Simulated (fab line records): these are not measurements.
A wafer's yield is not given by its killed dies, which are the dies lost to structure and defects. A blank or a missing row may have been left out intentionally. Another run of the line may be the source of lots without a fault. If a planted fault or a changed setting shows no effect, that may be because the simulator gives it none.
Problem report in the 8D (eight disciplines) form, filled by code :: flow rit_cmos :: the parts of the form that need people (team, actions taken, sign-off) are left out

== 1. THE ISSUE ==
At RIT_ACTIVE_SOFTBAKE_07, run_length_s averages 74.23 s over 6 wafers from 2 lots, while fault-free wafers read 89.12 s, standard deviation 0.13. That is -99 or more standard deviations from the usual mean.
The step: time 60 s.
Earliest sighting: wafer L486.2 on litho_track-02 at day 3 02:59. Wafers with a number at this step in the record: 18, from 6 lots. Rule for "out", or "out of limits": more than 4 standard deviations from the usual mean. The rest of the wafers with a number are treated as sound.

== 2. WHAT THIS IS AND IS NOT ==
question: which readings at this step
is: run_length_s, heater_power_total_W
is not: resist_line_temp_C

question: which lots
is: L486, L490
is not: L480, L481, L496, L498

question: which wafers of those lots
is: all that have a number
is not: -

question: read on which tools
is: litho_track-02
is not: litho_track-01, litho_track-03

question: when
is: from day 3 02:59
is not: up to then (6 sound wafers); but 6 sound wafers of L496, L498 came after

== 3. WHAT RULES OUT EACH SUSPECT ==
Counting: a tool stays on the suspect list if, at a process step up to the reading, it processed all lots that are out and no sound lot following the first of them.
- litho_track-02 at RIT_ACTIVE_SOFTBAKE_07 (time 60 s): kept. It processed each lot that is out, first L486 at day 3 02:59, and no sound lot thereafter; up to then, the last sound lot it processed was L480 at day 1 18:54. Its own readings are out on those wafers: heater_power_total_W, run_length_s.
After counting, what remains is litho_track-02 at RIT_ACTIVE_SOFTBAKE_07.

== 4. THE CAUSE (what the simulator had put in) ==
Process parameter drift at RIT_ACTIVE_SOFTBAKE_07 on litho_track-02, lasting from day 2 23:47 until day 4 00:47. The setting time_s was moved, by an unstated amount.
After counting, this tool was the only one left.

== 5. SEQUENCE OF EFFECTS, ordered by route ==
Each row: a reading whose mean over the struck wafers that have a number lies more than 3 standard deviations from the usual. Only readings whose record carries a usual standard deviation are examined. hours: median over the lots of the time between each lot's start at the first step of this table that gives one and its start at this step. sigmas: the change, counted in usual standard deviations.
hours: 0
step: RIT_ACTIVE_SOFTBAKE_07
reading: heater_power_total_W
usual: 34.56 W
on struck wafers: 37.50
change: +2.94
sigmas: +53

hours: 0
step: RIT_ACTIVE_SOFTBAKE_07
reading: run_length_s
usual: 89.12 s
on struck wafers: 74.23
change: -14.89
sigmas: -99 or more
It contains these process steps:
- RIT_ACTIVE_SOFTBAKE_07: time 60 s.
At these later measuring or inspecting steps, every struck wafer for which the step has a row has a number for every such reading, and none has moved that far: RIT_ACTIVE_CD_MEAS_11.

== 6. WHAT WOULD HAVE CAUGHT IT SOONER ==
3 hours passed between the start of the fault at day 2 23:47 and the first reading out of limits in this record, taken at day 3 02:59.
